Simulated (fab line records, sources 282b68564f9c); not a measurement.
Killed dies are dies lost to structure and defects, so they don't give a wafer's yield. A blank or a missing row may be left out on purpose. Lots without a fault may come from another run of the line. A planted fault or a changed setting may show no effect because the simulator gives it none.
Problem report in the 8D (eight disciplines) form, filled by code | flow rit_cmos | the parts of the form that need people (team, actions taken, sign-off) are left out

1. THE PROBLEM
run_length_s at RIT_ACTIVE_ETCH_13 reads a mean of 183.4 s on 9 wafers of 3 lots; wafers without a fault read 238.3 s with a standard deviation of 0.34. That is -99 or more standard deviations from the usual mean.
The step: etches Si3N4 in SF6, stops on SiO2, time 210 s, target depth 210 nm.
First seen on wafer L639.2, day 3 21:50, on rie_diel-02. The record holds 45 wafers of 15 lots with a number at this step. Rule for "out", or "out of limits": more than 4 standard deviations from the usual mean. The other wafers with a number count as sound.

2. WHAT IT IS AND WHAT IT IS NOT
question                    | is                           | is not
which readings at this step | run_length_s, oes_product_au | drypump_motor_current_A, throttle_valve_pct
which lots                  | L639, L643, L644             | L628, L629, L631, L632, L633, L634, L636, L638, L646, L648, L649, L650
which wafers of those lots  | all that have a number       | -
read on which tools         | rie_diel-02                  | rie_diel-01, rie_diel-04
when                        | from day 3 21:50             | up to then (24 sound wafers); but 12 sound wafers of L646, L648, L649, L650 came after

3. SUSPECTS, AND WHAT RULES EACH OUT
Counting: a tool at a process step up to the reading stays a suspect if it ran every lot that is out and no sound lot after the first of them.
- rie_diel-02 at RIT_ACTIVE_ETCH_13 (etches Si3N4 in SF6, stops on SiO2, time 210 s, target depth 210 nm): kept. It ran every lot that is out, first L639 (day 3 21:50), and no sound lot after that; its last sound lot up to then is L638 (day 3 16:43). Its own readings are out on those wafers: oes_product_au, run_length_s.
Left after counting: rie_diel-02 at RIT_ACTIVE_ETCH_13.

4. THE CAUSE (what the simulator had put in)
Process parameter drift: rie_diel-02, from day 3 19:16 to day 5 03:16, at RIT_ACTIVE_ETCH_13. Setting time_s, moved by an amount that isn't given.
Counting left only this tool.

5. THE CHAIN OF EFFECTS, in route order
Each row: a reading whose mean over the struck wafers that have a number lies more than 3 standard deviations from the usual. Only readings for which the record gives a usual standard deviation are gone through. hours: the time from each lot's start at the first step in this table that gives one to its start at this step, as a median over the lots. sigmas: the change in usual standard deviations.
hours | step               | reading        | usual      | on struck wafers | change | sigmas
0     | RIT_ACTIVE_ETCH_13 | oes_product_au | 0.818 a.u. | 0.999            | +0.181 | +15
0     | RIT_ACTIVE_ETCH_13 | run_length_s   | 238.3 s    | 183.4            | -54.9  | -99 or more
The process steps in it:
- RIT_ACTIVE_ETCH_13: etches Si3N4 in SF6, stops on SiO2, time 210 s, target depth 210 nm.
Readings that are blank on the struck wafers while sound wafers have them: rf_fwd_power_W at RIT_ACTIVE_ETCH_13.
Later measuring or inspecting steps at which every struck wafer that the step has a row for has a number for every such reading, and none has moved that far: RIT_M1_RS_MEAS_01.

6. WHAT WOULD HAVE CAUGHT IT SOONER
In this record the first reading out of limits was taken at day 3 21:50, 3 hours after the fault began at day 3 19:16.
